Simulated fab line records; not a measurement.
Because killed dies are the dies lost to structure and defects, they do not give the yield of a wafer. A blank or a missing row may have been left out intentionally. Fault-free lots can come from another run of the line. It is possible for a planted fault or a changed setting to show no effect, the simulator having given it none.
Chamber matching	flow berkeley_cmos170	4 sister chambers for UCB170_V1_CMP_02 on cmp-02
The step polishes SiO2. 8 wafers are shown with their chamber, then 10 later ones without.

## WAFERS WITH THEIR CHAMBER
wafer	chamber	motor_current_A (A)	edge_zone_pressure_frac
L700.5	2	17.5	1.000
L705.5	2	18.5	1.002
L708.3	0	16.8	0.998
L711.2	0	17.2	0.996
L711.3	3	16.4	0.998
L711.6	1	14.6	0.998
L716.1	3	16.7	1.005
L716.2	1	13.8	1.002

## WAFERS MISSING THEIR CHAMBER
wafer	motor_current_A (A)	edge_zone_pressure_frac
L716.4	18.0	1.005
L720.2	15.9	0.997
L720.3	13.4	0.989
L720.6	17.9	0.990
L719.1	16.9	0.993
L719.2	14.6	0.997
L719.4	17.1	1.003
L717.1	14.3	0.998
L717.2	18.2	1.005
L717.6	16.2	1.003

## WHICH CHAMBER EACH ONE RAN IN
wafer	from the rows above	in truth
L716.4	can't be placed: 2 or 3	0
L720.2	can't be placed: 3 or 0 or 1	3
L720.3	1	1
L720.6	can't be placed: 0 or 2 or 3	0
L719.1	can't be placed: 0 or 3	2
L719.2	1	1
L719.4	can't be placed: 3 or 2 or 0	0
L717.1	1	1
L717.2	2	2
L717.6	can't be placed: 3 or 0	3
4 of 10 placed correctly. Not placeable from these rows: 6 (in 4, the candidates include the true chamber). Number placed wrongly: 0.
How it was worked out, from the rows above alone: a wafer's distance from a chamber is the root of the sum, over the readings, of the square of ((its reading less the chamber's mean) divided by the reading's scatter). If the next closest chamber is less than 2 further off than the closest, the wafer can't be placed; otherwise it belongs to the closest. Each chamber's mean is taken over the wafers shown for it. The scatter: the root of (the sum of the squares of (reading less its chamber's mean) over the shown wafers, divided by (wafers less chambers)).
